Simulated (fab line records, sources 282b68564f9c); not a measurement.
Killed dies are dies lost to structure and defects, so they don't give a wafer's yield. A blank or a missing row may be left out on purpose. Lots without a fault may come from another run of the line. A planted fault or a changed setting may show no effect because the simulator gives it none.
Which tool did it? | flow rit_cmos | 14 lots, 42 wafers sampled, at 1 step of a route of 202

WHAT THE GAUGES READ, wafer by wafer
RIT_PWELL_OVL_MEAS_06. Usual: PWELL_OVL 0.2 nm, standard deviation 1.4.
lot  | measured    | on         | PWELL_OVL (nm) | flag
L984 | day 1 23:08 | overlay-01 | 2.8 -1.1 0.7   |
L985 | day 2 03:04 | overlay-01 | -0.9 -1.5 -1.2 |
L987 | day 2 13:40 | overlay-01 | 1.4 2.2 -0.5   |
L988 | day 2 20:41 | overlay-01 | 1.5 0.8 -0.1   |
L990 | day 3 05:16 | overlay-02 | 1.9 3.0 1.7    |
L992 | day 3 15:32 | overlay-01 | -1.2 -0.3 -0.4 |
L993 | day 3 21:43 | overlay-02 | -2.0 -0.1 -0.2 |
L994 | day 4 00:24 | overlay-02 | 0.5 -0.1 0.0   |
L995 | day 4 05:19 | overlay-02 | -1.7 0.2 0.0   |
L101 | day 5 13:43 | overlay-01 | 1.1 -1.0 1.7   |
L102 | day 5 21:43 | overlay-02 | -1.8 -1.7 -1.3 |
L105 | day 6 13:43 | overlay-01 | 0.6 1.6 2.7    |
L106 | day 6 17:07 | overlay-01 | 0.9 0.9 0.4    |
L107 | day 7 01:58 | overlay-01 | -0.4 -1.7 -1.2 |

WHICH TOOL RAN EACH LOT (tool, then ch and the chambers of the sampled wafers, then the start)
The record holds no process step before these readings.

WHAT THE TOOLS THEMSELVES READ (means of the sampled wafers that have a number; where no wafer has one, the mark that the record gives instead)
The record holds no such reading with a usual standard deviation.

THE ANSWER, worked out from the rows above alone
Rule: a lot is off if the mean of its wafers that have a number lies more than 3 standard deviations from the usual mean. A lot without any number at a reading at which 4 lots or more have one is off too. The other lots that the step has rows for count as sound. The gauges are gone through in route order, then the tools' own readings, and for those a lot's mean is taken as printed above. The first step at which some lot is off is used, and at that step the reading that is off furthest; a lot without a number counts as furthest.
No lot is off at any reading shown: from this, nothing can be told.

WHAT THE SIMULATOR HAD PUT IN
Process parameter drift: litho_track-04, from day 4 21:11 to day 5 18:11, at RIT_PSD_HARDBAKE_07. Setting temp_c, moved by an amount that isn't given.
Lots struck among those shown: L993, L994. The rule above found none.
